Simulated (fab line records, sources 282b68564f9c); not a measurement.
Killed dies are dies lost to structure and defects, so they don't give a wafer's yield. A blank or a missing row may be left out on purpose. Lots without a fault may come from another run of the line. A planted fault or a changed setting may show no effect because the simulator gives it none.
A struck lot beside a sound one | flow rit_cmos | 44 steps out of a route of 202
Sound: wafers L355.2, L355.3, L355.4. Struck: wafers L366.2, L366.4, L366.5. The cause comes at the end.
At each step with rows: each side's tool, then ch and its chambers, then its first start. Under that, the readings that differ: sound wafers | struck wafers | difference of the means | sigmas: that difference in standard deviations of wafers without a fault.
alike: readings whose means differ by less than 2 such deviations, and words and numbers that are the same on both sides. not compared: withheld readings, readings that some wafer has no value for, bounds like >300 that may hide the same value, and numbers for which the record gives no deviation and whose values overlap.
The two part at a step that has a row with sigmas, a row that says differs or no value, or rows on one side only. Numbers that don't overlap but have no deviation are shown without sigmas and don't part them. A reading that every wafer of one side lacks parts them only if that side has two wafers or more.

first, 4 steps without rows for these wafers: RIT_NWELL_SOFTBAKE_02 (time 60 s); RIT_NWELL_EXPOSE_03 (exposes mask M2, target cd 43900 nm); RIT_NWELL_PEB_04; RIT_NWELL_DEVELOP_05 (develop time 68 s).
RIT_NWELL_OVL_MEAS_06:
  sound on overlay-01, day 3 11:11; struck on overlay-01, day 5 14:11
  alike: NWELL_OVL
then, 2 steps without rows for these wafers: RIT_NWELL_HARDBAKE_07 (time 120 s); RIT_NWELL_IMPLANT_08.
RIT_NWELL_STRIP_09: strips in O2, time 180 s.
  sound on plasma_asher-02 ch 0,1, day 3 11:37; struck on plasma_asher-01 ch 1, day 5 14:37
  alike: drypump_motor_current_A
  not compared: rf_hours_counter_h
RIT_NWELL_TW_MEAS_10:
  sound on film_metro-02, day 3 11:48; struck on film_metro-01, day 5 14:48
  reading  | sound          | struck         | difference | sigmas
  NWELL_TW | 2131 2125 2125 | 2172 2165 2167 | +41        | +2
then, 3 steps without rows for these wafers: RIT_PWELL_HMDS_00 (prime time 60 s); RIT_PWELL_COAT_01 (resist thk 1300 nm); RIT_PWELL_SOFTBAKE_02 (time 60 s).
RIT_PWELL_EXPOSE_03: exposes mask M3, target cd 43700 nm.
  sound on iline_stepper-02 ch 0, day 3 12:28; struck on iline_stepper-01 ch 0, day 5 15:19
  reading                       | sound             | struck            | difference | sigmas
  model.PWELL.overlay_x_nm (nm) | 1.049 1.049 1.049 | 358.8 358.8 358.8 | +357.8     |
  alike: mask, stage_vel_mm_s
then, 2 steps without rows for these wafers: RIT_PWELL_PEB_04; RIT_PWELL_DEVELOP_05 (develop time 68 s).
RIT_PWELL_OVL_MEAS_06:
  sound on overlay-02, day 3 12:52; struck on overlay-01, day 5 15:44
  reading        | sound        | struck            | difference | sigmas
  PWELL_OVL (nm) | 1.4 -0.9 0.6 | 354.9 357.8 356.7 | +356.1     | +99 or more
then, 2 steps without rows for these wafers: RIT_PWELL_HARDBAKE_07 (time 120 s); RIT_PWELL_IMPLANT_08.
RIT_PWELL_STRIP_09: strips in O2, time 180 s.
  sound on plasma_asher-03 ch 0,1, day 3 13:18; struck on plasma_asher-04 ch 0,1, day 5 16:13
  alike: drypump_motor_current_A
  not compared: rf_hours_counter_h
RIT_PWELL_TW_MEAS_10:
  sound on film_metro-02, day 3 13:29; struck on film_metro-01, day 5 16:24
  alike: PWELL_TW
then, 1 step without rows for these wafers: RIT_WELLDRIVE_ANNEAL_00 (time 14700 s).
RIT_WELLDRIVE_RS_MEAS_01: measures by four-point-probe.
  sound on film_metro-04, day 3 18:38; struck on film_metro-02, day 5 21:33
  alike: NWELL_RS
RIT_WELLDRIVE_RS_MEAS_02: measures by four-point-probe.
  sound on film_metro-04, day 3 18:46; struck on film_metro-02, day 5 21:40
  alike: PWELL_RS
then, 6 steps without rows for these wafers: RIT_NRETRO_HMDS_00 (prime time 60 s); RIT_NRETRO_COAT_01 (resist thk 1300 nm); RIT_NRETRO_SOFTBAKE_02 (time 60 s); RIT_NRETRO_EXPOSE_03 (exposes mask M4, target cd 43900 nm); RIT_NRETRO_PEB_04; RIT_NRETRO_DEVELOP_05 (develop time 68 s).
RIT_NRETRO_OVL_MEAS_06:
  sound on overlay-02, day 3 19:52; struck on overlay-01, day 5 22:40
  alike: NRETRO_OVL
then, 2 steps without rows for these wafers: RIT_NRETRO_HARDBAKE_07 (time 120 s); RIT_NRETRO_IMPLANT_08.
RIT_NRETRO_STRIP_09: strips in O2, time 180 s.
  sound on plasma_asher-04 ch 0,1, day 3 20:18; struck on plasma_asher-02 ch 1, day 5 23:05
  reading                     | sound       | struck      | difference | sigmas
  drypump_motor_current_A (A) | 5.9 5.9 6.6 | 4.9 4.9 4.9 | -1.2       | -2
  not compared: rf_hours_counter_h
RIT_NRETRO_TW_MEAS_10:
  sound on film_metro-02, day 3 20:29; struck on film_metro-03, day 5 23:16
  alike: NRETRO_TW
then, 6 steps without rows for these wafers: RIT_PRETRO_HMDS_00 (prime time 60 s); RIT_PRETRO_COAT_01 (resist thk 1300 nm); RIT_PRETRO_SOFTBAKE_02 (time 60 s); RIT_PRETRO_EXPOSE_03 (exposes mask M5, target cd 43700 nm); RIT_PRETRO_PEB_04; RIT_PRETRO_DEVELOP_05 (develop time 68 s).
RIT_PRETRO_OVL_MEAS_06:
  sound on overlay-02, day 3 21:40; struck on overlay-01, day 6 00:25
  alike: PRETRO_OVL
then, 1 step without rows for these wafers: RIT_PRETRO_HARDBAKE_07 (time 120 s).
RIT_M1_METAL_ETCH_12: etches Al in Cl2/BCl3, stops on SiO2, time 165 s, target depth 600 nm.
  sound on rie_metal-03 ch 0,1, day 4 23:20; struck on rie_metal-03 ch 0,1, day 7 00:11
  alike: drypump_motor_current_A, oes_product_au, throttle_valve_pct
  not compared: rf_hours_counter_h, model.M1.cd_nm
RIT_M1_PROBE_99:
  sound on prober-02, day 5 01:38; struck on prober-01, day 7 02:53
  reading                                 | sound             | struck            | difference | sigmas
  model.etest.well_edge_left.line_ohm_um  | 182.7 184.1 183.5 | 216.3 215.9 218.7 | +33.5      |
  model.etest.well_edge_right.line_ohm_um | 181.2 181.3 180.3 | 161.5 165 163.2   | -17.7      |
  model.etest.iso_nwell_nwell.bv_v (V)    | 21.99 21.86 21.95 | 20.16 20.19 20.17 | -1.76      |
  alike: killed_at_front_end, killed_dies, killed_open, killed_short
  not compared: model.etest.m1.width_nm, model.etest.iso_nplus_nwell.lateral_log10_a_um

WHERE THEY PART
First at RIT_NWELL_TW_MEAS_10; last, within this record, at RIT_NRETRO_STRIP_09. Later steps at which nothing parts them and some readings are alike: RIT_NRETRO_TW_MEAS_10, RIT_PRETRO_OVL_MEAS_06, RIT_M1_METAL_ETCH_12, RIT_M1_PROBE_99.

WHY: what the simulator had put in
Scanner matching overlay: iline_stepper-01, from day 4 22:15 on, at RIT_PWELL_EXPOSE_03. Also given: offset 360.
